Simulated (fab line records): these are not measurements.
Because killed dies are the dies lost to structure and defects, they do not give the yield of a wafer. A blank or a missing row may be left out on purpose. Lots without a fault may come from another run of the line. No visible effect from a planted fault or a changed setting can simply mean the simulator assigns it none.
What tool caused it? :: flow berkeley-cmos170 :: Sampling: 15 lots, 45 wafers, 6 of 331 route steps

## WHAT THE GAUGES READ, wafer by wafer
UCB170_ACTIVE_OVL_MEAS_14.
lot: L595
measured: day 4 10:45
on: overlay-01
ACTIVE_OVL (nm): 6 1 6

lot: L596
measured: day 4 11:06
on: overlay-02
ACTIVE_OVL (nm): -5 2 -2

lot: L598
measured: day 4 13:31
on: overlay-02
ACTIVE_OVL (nm): 5 3 5

lot: L597
measured: day 4 13:45
on: overlay-02
ACTIVE_OVL (nm): 3 6 4

lot: L599
measured: day 4 17:49
on: overlay-02
ACTIVE_OVL (nm): 2 7 -5

lot: L601
measured: day 5 04:19
on: overlay-02
ACTIVE_OVL (nm): 4 -1 0

lot: L600
measured: day 5 04:35
on: overlay-02
ACTIVE_OVL (nm): -7 7 2

lot: L604
measured: day 5 20:17
on: overlay-02
ACTIVE_OVL (nm): 3 7 3

lot: L606
measured: day 6 07:39
on: overlay-02
ACTIVE_OVL (nm): 3 14 5

lot: L607
measured: day 6 07:55
on: overlay-02
ACTIVE_OVL (nm): 12 -1 2

lot: L613
measured: day 7 15:11
on: overlay-01
ACTIVE_OVL (nm): 5 11 2

lot: L612
measured: day 7 19:37
on: overlay-01
ACTIVE_OVL (nm): 1 6 3

lot: L614
measured: day 8 09:17
on: overlay-02
ACTIVE_OVL (nm): 10 7 5

lot: L616
measured: day 8 19:54
on: overlay-02
ACTIVE_OVL (nm): 2 3 -2

lot: L618
measured: day 8 22:53
on: overlay-02
ACTIVE_OVL (nm): 5 9 5

UCB170_FIELD_THK_MEAS_02.
lot: L595
measured: day 4 21:02
on: film-metro-01
FIELD_OXIDE_THK (nm): 541 544 538

lot: L596
measured: day 4 21:01
on: film-metro-04
FIELD_OXIDE_THK (nm): 552 550 549

lot: L598
measured: day 4 21:02
on: film-metro-03
FIELD_OXIDE_THK (nm): 549 555 546

lot: L597
measured: day 4 21:05
on: film-metro-01
FIELD_OXIDE_THK (nm): 555 544 549

lot: L599
measured: day 5 01:16
on: film-metro-04
FIELD_OXIDE_THK (nm): 561 550 554

lot: L601
measured: day 5 12:01
on: film-metro-04
FIELD_OXIDE_THK (nm): 560 567 559

lot: L600
measured: day 5 12:01
on: film-metro-03
FIELD_OXIDE_THK (nm): 577 573 571

lot: L604
measured: day 6 04:35
on: film-metro-01
FIELD_OXIDE_THK (nm): 559 563 566

lot: L606
measured: day 6 13:54
on: film-metro-04
FIELD_OXIDE_THK (nm): 564 562 568

lot: L607
measured: day 6 13:56
on: film-metro-03
FIELD_OXIDE_THK (nm): 558 562 552

lot: L613
measured: day 7 23:19
on: film-metro-04
FIELD_OXIDE_THK (nm): 580 565 574

lot: L612
measured: day 8 03:49
on: film-metro-04
FIELD_OXIDE_THK (nm): 545 557 558

lot: L614
measured: day 8 15:48
on: film-metro-03
FIELD_OXIDE_THK (nm): 564 570 567

lot: L616
measured: day 9 01:08
on: film-metro-03
FIELD_OXIDE_THK (nm): 582 586 571

lot: L618
measured: day 9 05:35
on: film-metro-04
FIELD_OXIDE_THK (nm): 571 578 567

UCB170_M1_CD_MEAS_90 targets a cd of 700 nm.
lot: L595
measured: day 7 04:44
on: cd-sem-01
cd-nm (nm): 705.4 702.8 701.3

lot: L596
measured: day 6 23:51
on: cd-sem-01
cd-nm (nm): 699.0 700.3 700.3

lot: L598
measured: day 7 04:19
on: cd-sem-01
cd-nm (nm): 695.6 694.8 701.2

lot: L597
measured: day 7 04:50
on: cd-sem-02
cd-nm (nm): 697.2 695.0 697.5

lot: L599
measured: day 7 08:29
on: cd-sem-02
cd-nm (nm): 697.5 704.0 697.6

lot: L601
measured: day 7 16:41
on: cd-sem-01
cd-nm (nm): 705.4 704.8 704.9

lot: L600
measured: day 7 16:12
on: cd-sem-02
cd-nm (nm): 702.7 699.6 702.5

lot: L604
measured: day 8 14:53
on: cd-sem-02
cd-nm (nm): - - -

lot: L606
measured: day 9 03:35
on: cd-sem-01
cd-nm (nm): - - -

lot: L607
measured: day 9 03:25
on: cd-sem-01
cd-nm (nm): - - -

lot: L613
measured: day 10 13:23
on: cd-sem-02
cd-nm (nm): 702.9 702.2 702.4

lot: L612
measured: day 10 12:56
on: cd-sem-02
cd-nm (nm): 699.0 699.3 701.8

lot: L614
measured: day 11 01:49
on: cd-sem-01
cd-nm (nm): 695.8 696.6 695.1

lot: L616
measured: day 11 08:58
on: cd-sem-02
cd-nm (nm): 702.8 703.6 701.3

lot: L618
measured: day 11 17:52
on: cd-sem-01
cd-nm (nm): 699.0 702.0 699.4

UCB170_V2_THK_MEAS_01.
lot: L595
measured: day 7 12:40
on: film-metro-04
V2_TEOS_THK (nm): 1989 2042 2035

lot: L596
measured: day 7 12:09
on: film-metro-02
V2_TEOS_THK (nm): 2011 1999 2015

lot: L598
measured: day 7 12:25
on: film-metro-01
V2_TEOS_THK (nm): 1957 1996 2019

lot: L597
measured: day 7 12:54
on: film-metro-02
V2_TEOS_THK (nm): 1993 2015 2021

lot: L599
measured: day 7 19:41
on: film-metro-04
V2_TEOS_THK (nm): 1978 2009 2009

lot: L601
measured: day 8 01:42
on: film-metro-02
V2_TEOS_THK (nm): 1971 2011 2020

lot: L600
measured: day 8 01:29
on: film-metro-02
V2_TEOS_THK (nm): 1950 1951 1976

lot: L613
measured: day 11 00:08
on: film-metro-04
V2_TEOS_THK (nm): 1976 1985 2005

lot: L612
measured: day 10 22:54
on: film-metro-04
V2_TEOS_THK (nm): 1982 2006 2004

lot: L614
measured: day 11 11:13
on: film-metro-02
V2_TEOS_THK (nm): 1990 2004 2007

lot: L616
measured: day 11 17:38
on: film-metro-04
V2_TEOS_THK (nm): 1951 1974 1996

lot: L618
measured: day 12 03:50
on: film-metro-01
V2_TEOS_THK (nm): 2007 1983 2031

## EACH LOT AND THE TOOL THAT RAN IT (in order: tool; ch and the chambers of the sampled wafers; start)
lot: L595
UCB170_M1_ETCH_11: rie-diel-02 ch 2,3, day 7 04:25
UCB170_M1_METAL_ETCH_12: rie-metal-03 ch 0,1, day 7 04:30

lot: L596
UCB170_M1_ETCH_11: rie-diel-04 ch 1,3, day 6 23:29
UCB170_M1_METAL_ETCH_12: rie-metal-01 ch 0,1, day 6 23:32

lot: L598
UCB170_M1_ETCH_11: rie-diel-04 ch 0,1, day 7 03:49
UCB170_M1_METAL_ETCH_12: rie-metal-04 ch 0,1, day 7 03:51

lot: L597
UCB170_M1_ETCH_11: rie-diel-03 ch 0,1, day 7 04:32
UCB170_M1_METAL_ETCH_12: rie-metal-01 ch 0,1, day 7 04:35

lot: L599
UCB170_M1_ETCH_11: rie-diel-04 ch 0,2,3, day 7 08:13
UCB170_M1_METAL_ETCH_12: rie-metal-04 ch 0,1, day 7 08:16

lot: L601
UCB170_M1_ETCH_11: rie-diel-02 ch 0,1,3, day 7 16:23
UCB170_M1_METAL_ETCH_12: rie-metal-03 ch 0,1, day 7 16:26

lot: L600
UCB170_M1_ETCH_11: rie-diel-03 ch 0,1,3, day 7 15:55
UCB170_M1_METAL_ETCH_12: rie-metal-04 ch 0,1, day 7 15:57

lot: L604
UCB170_M1_ETCH_11: rie-diel-04 ch 0,1, day 8 14:35
UCB170_M1_METAL_ETCH_12: rie-metal-01 ch 0,1, day 8 14:40

lot: L606
UCB170_M1_ETCH_11: rie-diel-03 ch 0,1,3, day 9 03:16
UCB170_M1_METAL_ETCH_12: rie-metal-01 ch 0,1, day 9 03:19

lot: L607
UCB170_M1_ETCH_11: rie-diel-04 ch 0,1,2, day 9 02:55
UCB170_M1_METAL_ETCH_12: rie-metal-03 ch 0,1, day 9 03:00

lot: L613
UCB170_M1_ETCH_11: rie-diel-04 ch 0,3, day 10 12:53
UCB170_M1_METAL_ETCH_12: rie-metal-03 ch 1, day 10 12:58

lot: L612
UCB170_M1_ETCH_11: rie-diel-03 ch 0,2, day 10 12:37
UCB170_M1_METAL_ETCH_12: rie-metal-01 ch 0,1, day 10 12:42

lot: L614
UCB170_M1_ETCH_11: rie-diel-03 ch 0,2,3, day 11 01:30
UCB170_M1_METAL_ETCH_12: rie-metal-04 ch 0,1, day 11 01:35

lot: L616
UCB170_M1_ETCH_11: rie-diel-03 ch 0,1,2, day 11 08:41
UCB170_M1_METAL_ETCH_12: rie-metal-03 ch 0,1, day 11 08:44

lot: L618
UCB170_M1_ETCH_11: rie-diel-04 ch 0,1,3, day 11 17:34
UCB170_M1_METAL_ETCH_12: rie-metal-01 ch 0,1, day 11 17:37
- UCB170_M1_ETCH_11: etches BARC in N2/H2.
- UCB170_M1_METAL_ETCH_12: etches Al in Cl2/BCl3, stops on PSG, target depth 780 nm, time 130 s.

## AS READ BY THE TOOLS THEMSELVES (means over the sampled wafers that have a number; for cases with no such wafer, the mark the record gives instead)
UCB170_M1_ETCH_11.
lot: L595
tool: rie-diel-02
bias-w (W): 99.68
chamber-pressure-mTorr (mTorr): 30.014
drypump-motor-current-A (A): 5.9
oes-product-au (a.u.): 1.025
throttle-valve-pct (%): 13.27

lot: L596
tool: rie-diel-04
bias-w (W): 100.16
chamber-pressure-mTorr (mTorr): 30.026
drypump-motor-current-A (A): 5.5
oes-product-au (a.u.): 1.007
throttle-valve-pct (%): 13.33

lot: L598
tool: rie-diel-04
bias-w (W): 100.07
chamber-pressure-mTorr (mTorr): 30.021
drypump-motor-current-A (A): 6.1
oes-product-au (a.u.): 0.998
throttle-valve-pct (%): 13.35

lot: L597
tool: rie-diel-03
bias-w (W): 100.30
chamber-pressure-mTorr (mTorr): 29.991
drypump-motor-current-A (A): 5.6
oes-product-au (a.u.): 0.978
throttle-valve-pct (%): 13.35

lot: L599
tool: rie-diel-04
bias-w (W): 99.88
chamber-pressure-mTorr (mTorr): 29.985
drypump-motor-current-A (A): 5.8
oes-product-au (a.u.): 1.021
throttle-valve-pct (%): 13.44

lot: L601
tool: rie-diel-02
bias-w (W): 100.01
chamber-pressure-mTorr (mTorr): 30.004
drypump-motor-current-A (A): 5.7
oes-product-au (a.u.): 1.005
throttle-valve-pct (%): 13.28

lot: L600
tool: rie-diel-03
bias-w (W): 100.03
chamber-pressure-mTorr (mTorr): 30.002
drypump-motor-current-A (A): 5.7
oes-product-au (a.u.): 0.973
throttle-valve-pct (%): 13.30

lot: L604
tool: rie-diel-04
bias-w (W): -
chamber-pressure-mTorr (mTorr): -
drypump-motor-current-A (A): -
oes-product-au (a.u.): -
throttle-valve-pct (%): -

lot: L606
tool: rie-diel-03
bias-w (W): -
chamber-pressure-mTorr (mTorr): -
drypump-motor-current-A (A): -
oes-product-au (a.u.): -
throttle-valve-pct (%): -

lot: L607
tool: rie-diel-04
bias-w (W): -
chamber-pressure-mTorr (mTorr): -
drypump-motor-current-A (A): -
oes-product-au (a.u.): -
throttle-valve-pct (%): -

lot: L613
tool: rie-diel-04
bias-w (W): 99.90
chamber-pressure-mTorr (mTorr): 30.013
drypump-motor-current-A (A): 5.7
oes-product-au (a.u.): 1.015
throttle-valve-pct (%): 13.48

lot: L612
tool: rie-diel-03
bias-w (W): 99.88
chamber-pressure-mTorr (mTorr): 29.996
drypump-motor-current-A (A): 5.7
oes-product-au (a.u.): 1.004
throttle-valve-pct (%): 13.38

lot: L614
tool: rie-diel-03
bias-w (W): 100.05
chamber-pressure-mTorr (mTorr): 30.020
drypump-motor-current-A (A): 5.8
oes-product-au (a.u.): 1.001
throttle-valve-pct (%): 13.34

lot: L616
tool: rie-diel-03
bias-w (W): 99.99
chamber-pressure-mTorr (mTorr): 29.990
drypump-motor-current-A (A): 5.7
oes-product-au (a.u.): 0.989
throttle-valve-pct (%): 13.35

lot: L618
tool: rie-diel-04
bias-w (W): 99.89
chamber-pressure-mTorr (mTorr): 30.003
drypump-motor-current-A (A): 5.8
oes-product-au (a.u.): 1.006
throttle-valve-pct (%): 13.40

UCB170_M1_METAL_ETCH_12.
lot: L595
tool: rie-metal-03
bcl3-flow-sccm (sccm): 44.97
bias-w (W): 120.2
drypump-motor-current-A (A): 6.0
oes-product-au (a.u.): 0.847
throttle-valve-pct (%): 24.66

lot: L596
tool: rie-metal-01
bcl3-flow-sccm (sccm): 44.93
bias-w (W): 119.9
drypump-motor-current-A (A): 5.9
oes-product-au (a.u.): 0.866
throttle-valve-pct (%): 24.12

lot: L598
tool: rie-metal-04
bcl3-flow-sccm (sccm): 44.95
bias-w (W): 120.1
drypump-motor-current-A (A): 5.8
oes-product-au (a.u.): 0.852
throttle-valve-pct (%): 24.47

lot: L597
tool: rie-metal-01
bcl3-flow-sccm (sccm): 45.07
bias-w (W): 119.7
drypump-motor-current-A (A): 5.9
oes-product-au (a.u.): 0.861
throttle-valve-pct (%): 24.12

lot: L599
tool: rie-metal-04
bcl3-flow-sccm (sccm): 44.82
bias-w (W): 120.0
drypump-motor-current-A (A): 5.8
oes-product-au (a.u.): 0.859
throttle-valve-pct (%): 24.48

lot: L601
tool: rie-metal-03
bcl3-flow-sccm (sccm): 45.01
bias-w (W): 120.6
drypump-motor-current-A (A): 5.9
oes-product-au (a.u.): 0.845
throttle-valve-pct (%): 24.65

lot: L600
tool: rie-metal-04
bcl3-flow-sccm (sccm): 44.98
bias-w (W): 119.8
drypump-motor-current-A (A): 5.5
oes-product-au (a.u.): 0.863
throttle-valve-pct (%): 24.66

lot: L604
tool: rie-metal-01
bcl3-flow-sccm (sccm): 44.98
bias-w (W): 120.0
drypump-motor-current-A (A): 5.9
oes-product-au (a.u.): 0.374
throttle-valve-pct (%): 24.35

lot: L606
tool: rie-metal-01
bcl3-flow-sccm (sccm): 45.02
bias-w (W): 120.1
drypump-motor-current-A (A): 6.1
oes-product-au (a.u.): 0.379
throttle-valve-pct (%): 24.48

lot: L607
tool: rie-metal-03
bcl3-flow-sccm (sccm): 44.99
bias-w (W): 119.8
drypump-motor-current-A (A): 5.4
oes-product-au (a.u.): 0.374
throttle-valve-pct (%): 24.82

lot: L613
tool: rie-metal-03
bcl3-flow-sccm (sccm): 44.94
bias-w (W): 119.7
drypump-motor-current-A (A): 6.5
oes-product-au (a.u.): 0.850
throttle-valve-pct (%): 24.73

lot: L612
tool: rie-metal-01
bcl3-flow-sccm (sccm): 44.99
bias-w (W): 120.1
drypump-motor-current-A (A): 5.9
oes-product-au (a.u.): 0.863
throttle-valve-pct (%): 24.13

lot: L614
tool: rie-metal-04
bcl3-flow-sccm (sccm): 44.89
bias-w (W): 119.7
drypump-motor-current-A (A): 5.8
oes-product-au (a.u.): 0.857
throttle-valve-pct (%): 24.46

lot: L616
tool: rie-metal-03
bcl3-flow-sccm (sccm): 45.13
bias-w (W): 119.9
drypump-motor-current-A (A): 5.4
oes-product-au (a.u.): 0.845
throttle-valve-pct (%): 24.50

lot: L618
tool: rie-metal-01
bcl3-flow-sccm (sccm): 45.00
bias-w (W): 120.0
drypump-motor-current-A (A): 5.9
oes-product-au (a.u.): 0.862
throttle-valve-pct (%): 24.13

## THE ANSWER, worked out from the rows above alone
Rule: usual is defined by the lots themselves. Put in order of their means at a reading, lots are off if they are a third of the lots or fewer, leave a main group of 4 or more, and stand apart from it by a gap of 3 or more times the standard deviation of the main group's means; of several such gaps the widest counts. If all means in a main group match to the digits the tables above print for the reading, that group is not used. Also off: a lot with no number at a reading for which 4 or more lots have one. The other lots that the step has rows for count as sound. First the gauges in route order, then the tools' own readings, where a lot's mean is used as printed above. At the first step where some lot is off, the reading lying furthest off is the one used; lots without a number count as furthest.
Off at UCB170_M1_CD_MEAS_90 (cd-nm): L604, L606, L607. Without a number there: L604, L606, L607. Main group: mean 700.4 nm, sd 2.7.
A tool fits if, at a process step before that reading, it ran every lot that is off, and no sound lot after the first of them. The gauges at UCB170_M1_CD_MEAS_90 aren't tried: what is off there is off at UCB170_M1_ETCH_11 too, on other tools, and a gauge's error can't cause that. Not one of the candidates tried fits.

## WHAT THE SIMULATOR HAD INSERTED
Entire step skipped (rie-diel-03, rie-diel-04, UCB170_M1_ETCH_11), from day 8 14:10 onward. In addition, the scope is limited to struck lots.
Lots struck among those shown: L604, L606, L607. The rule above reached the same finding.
